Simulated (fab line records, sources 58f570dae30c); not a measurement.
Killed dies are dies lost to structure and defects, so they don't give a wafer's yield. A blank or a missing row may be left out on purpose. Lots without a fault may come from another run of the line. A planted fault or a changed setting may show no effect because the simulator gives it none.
Tool commonality check | flow berkeley_cmos170 | 15 lots, 45 wafers sampled

WHY IT WAS OPENED
At UCB170_NVT_TW_MEAS_09 the reading NVT_TW is flagged on 3 of 15 lots. Wafers without a fault read 525.1, standard deviation 2.4.
Rule: a lot is flagged when every wafer of it that has a number lies more than 4 standard deviations from that mean, or none has a number. The other lots count as sound.

lot  | measured     | on            | NVT_TW, wafer by wafer | flag
L834 | day 5 11:22  | film_metro-02 | 524.5 524.6 524.6      |
L833 | day 5 11:29  | film_metro-01 | 523.1 527.7 521.9      |
L836 | day 5 21:02  | film_metro-03 | 525.6 525.4 526.0      |
L835 | day 5 21:19  | film_metro-01 | 524.7 524.3 521.9      |
L837 | day 6 09:50  | film_metro-02 | 527.4 526.5 528.5      |
L838 | day 6 10:07  | film_metro-03 | 526.2 526.2 524.2      |
L840 | day 7 03:22  | film_metro-03 | 528.0 527.5 526.1      |
L843 | day 7 22:25  | film_metro-02 | 524.1 522.2 523.9      |
L846 | day 8 03:16  | film_metro-03 | 523.5 525.5 524.0      |
L845 | day 8 03:27  | film_metro-01 | 521.1 521.0 522.4      |
L853 | day 9 23:57  | film_metro-02 | 527.0 525.8 523.2      |
L852 | day 10 00:05 | film_metro-03 | 525.2 526.6 525.4      |
L855 | day 10 06:59 | film_metro-01 | 29.9 30.0 30.0         | FLAGGED
L856 | day 10 07:16 | film_metro-03 | 30.1 30.0 30.1         | FLAGGED
L854 | day 10 07:32 | film_metro-01 | 30.0 29.9 30.0         | FLAGGED
The numbers of the flagged lots are 30.0 on average: -495.1 against the usual, or -99 or more standard deviations.

WHICH TOOL RAN EACH LOT
The record holds 1 process step before the reading, out of a route of 331 steps. In each cell: the tool, then ch and the chambers that the sampled wafers went through, then the start.
lot  | flag    | UCB170_NVT_DEVELOP_05
L834 |         | litho_track-01 ch 0, day 5 10:00
L833 |         | litho_track-03 ch 0, day 5 11:00
L836 |         | litho_track-03 ch 0, day 5 20:00
L835 |         | litho_track-03 ch 0, day 5 20:00
L837 |         | litho_track-01 ch 0, day 6 09:00
L838 |         | litho_track-03 ch 0, day 6 09:00
L840 |         | litho_track-01 ch 0, day 7 02:00
L843 |         | litho_track-04 ch 0, day 7 22:00
L846 |         | litho_track-04 ch 0, day 8 02:00
L845 |         | litho_track-03 ch 0, day 8 03:00
L853 |         | litho_track-01 ch 0, day 9 23:00
L852 |         | litho_track-03 ch 0, day 9 23:00
L855 | FLAGGED | litho_track-01 ch 0, day 10 06:00
L856 | FLAGGED | litho_track-01 ch 0, day 10 06:00
L854 | FLAGGED | litho_track-01 ch 0, day 10 07:00
What these steps do:
- UCB170_NVT_DEVELOP_05: develop time 45 s.
- UCB170_NVT_TW_MEAS_09

FLAGGED OVER TOTAL, TOOL BY TOOL (the gauges that took the reading come last)
step                  | tool           | lots run | flagged | share of the flagged lots | sound lots run after its first flagged lot
UCB170_NVT_DEVELOP_05 | litho_track-01 | 7        | 3       | all                       | 0
UCB170_NVT_DEVELOP_05 | litho_track-03 | 6        | 0       | none                      | -
UCB170_NVT_DEVELOP_05 | litho_track-04 | 2        | 0       | none                      | -
UCB170_NVT_TW_MEAS_09 | film_metro-01  | 5        | 2       | some                      | 0
UCB170_NVT_TW_MEAS_09 | film_metro-02  | 4        | 0       | none                      | -
UCB170_NVT_TW_MEAS_09 | film_metro-03  | 6        | 1       | some                      | 0

WHAT THE TABLE ALLOWS
1 row of the table ran every flagged lot: litho_track-01 at UCB170_NVT_DEVELOP_05.
- litho_track-01 at UCB170_NVT_DEVELOP_05: 3 of its 7 lots flagged. Its last sound lot is L853 (day 9 23:00), its first flagged lot L855 (day 10 06:00): a fault that began between those two fits.
One tool is left: litho_track-01 at UCB170_NVT_DEVELOP_05.

WHAT THE SIMULATOR HAD PUT IN
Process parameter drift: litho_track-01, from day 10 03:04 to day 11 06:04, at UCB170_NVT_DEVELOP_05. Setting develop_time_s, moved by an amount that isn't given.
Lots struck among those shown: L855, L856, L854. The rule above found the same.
